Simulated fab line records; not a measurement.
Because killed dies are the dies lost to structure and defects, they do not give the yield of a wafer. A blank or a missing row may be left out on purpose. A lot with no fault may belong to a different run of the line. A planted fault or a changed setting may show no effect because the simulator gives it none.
Struck lot and sound lot, side by side ; flow rit cmos ; 17 out of 202 route steps
Sound: these wafers, L153.2, L153.3, L153.6. Struck: wafers L160.3, L160.4, L160.6. The cause is given at the end.
For every step that has rows: the tool of each side, followed by ch and its chambers, followed by its first start. Under that, the readings that differ: sound wafers ; struck wafers ; difference of the means ; sigmas: that difference in standard deviations of wafers without a fault.
alike: words and numbers the same on both sides, and readings whose means are apart by under 2 such deviations; not compared: readings that were withheld, readings missing a value for some wafer, numbers with overlapping values and no deviation given by the record, and bounds like >300 which may hide the same value.
The two part at a step that has a row with sigmas, a row that says differs or no value, or rows on one side only. Numbers that don't overlap but have no deviation are shown without sigmas and don't part them. A reading that every wafer of one side lacks parts them only if that side has two wafers or more.

first, 4 steps without rows for these wafers: RIT_NWELL_SOFTBAKE_02 (time 60 s); RIT_NWELL_EXPOSE_03 (exposes mask M2, target cd 43900 nm); RIT_NWELL_PEB_04; RIT_NWELL_DEVELOP_05 (develop time 68 s).
RIT_NWELL_OVL_MEAS_06:
  struck on overlay-01, day 3 09:10; sound on overlay-01, day 1 23:00
  alike: NWELL_OVL
then, 2 steps without rows for these wafers: RIT_NWELL_HARDBAKE_07 (time 120 s); RIT_NWELL_IMPLANT_08.
RIT_NWELL_STRIP_09: strips in O2, time 180 s.
  sound on plasma asher-02 ch 0,1, day 1 23:26; struck on plasma asher-01 ch 0,1, day 3 09:39
reading;sound;struck;difference;sigmas
drypump motor current A (A);6.6 6.6 6.4;5.8 5.5 5.8;-0.8;-2
  alike: chamber pressure mTorr, rf refl power W
  not compared: rf hours counter h
RIT_NWELL_TW_MEAS_10:
  struck on film metro-03, day 3 09:47; sound on film metro-04, day 1 23:37
reading;sound;struck;difference;sigmas
NWELL_TW;2116 2116 2119;2167 2153 2164;+44;+2
then, 3 steps without rows for these wafers: RIT_PWELL_HMDS_00 (prime time 60 s); RIT_PWELL_COAT_01 (resist thk 1300 nm); RIT_PWELL_SOFTBAKE_02 (time 60 s).
RIT_PWELL_EXPOSE_03: exposes mask M3, target cd 43700 nm.
  sound on iline stepper-02 ch 0, day 2 00:08; struck on iline stepper-02 ch 0, day 3 10:34
reading;sound;struck;difference;sigmas
model.PWELL.overlay x nm (nm);-0.8147 -0.8147 -0.8147;238.3 238.3 238.3;+239.1;
  alike: mask
then, 2 steps without rows for these wafers: RIT_PWELL_PEB_04; RIT_PWELL_DEVELOP_05 (develop time 68 s).
RIT_PWELL_OVL_MEAS_06:
  struck on overlay-01, day 3 11:10; sound on overlay-02, day 2 00:33
reading;sound;struck;difference;sigmas
PWELL_OVL (nm);-0.4 -2.1 -0.4;239.0 238.8 237.3;+239.3;+99 or more
  not compared: hold
RIT_M1_PROBE_99:
  the record has rows for the sound wafers here (prober-02, day 3 13:15) and none for the struck ones

## WHERE THEY PART
At RIT_NWELL_STRIP_09 first; at RIT_M1_PROBE_99 last (within this record only).

WHY: what had been put in by the simulator
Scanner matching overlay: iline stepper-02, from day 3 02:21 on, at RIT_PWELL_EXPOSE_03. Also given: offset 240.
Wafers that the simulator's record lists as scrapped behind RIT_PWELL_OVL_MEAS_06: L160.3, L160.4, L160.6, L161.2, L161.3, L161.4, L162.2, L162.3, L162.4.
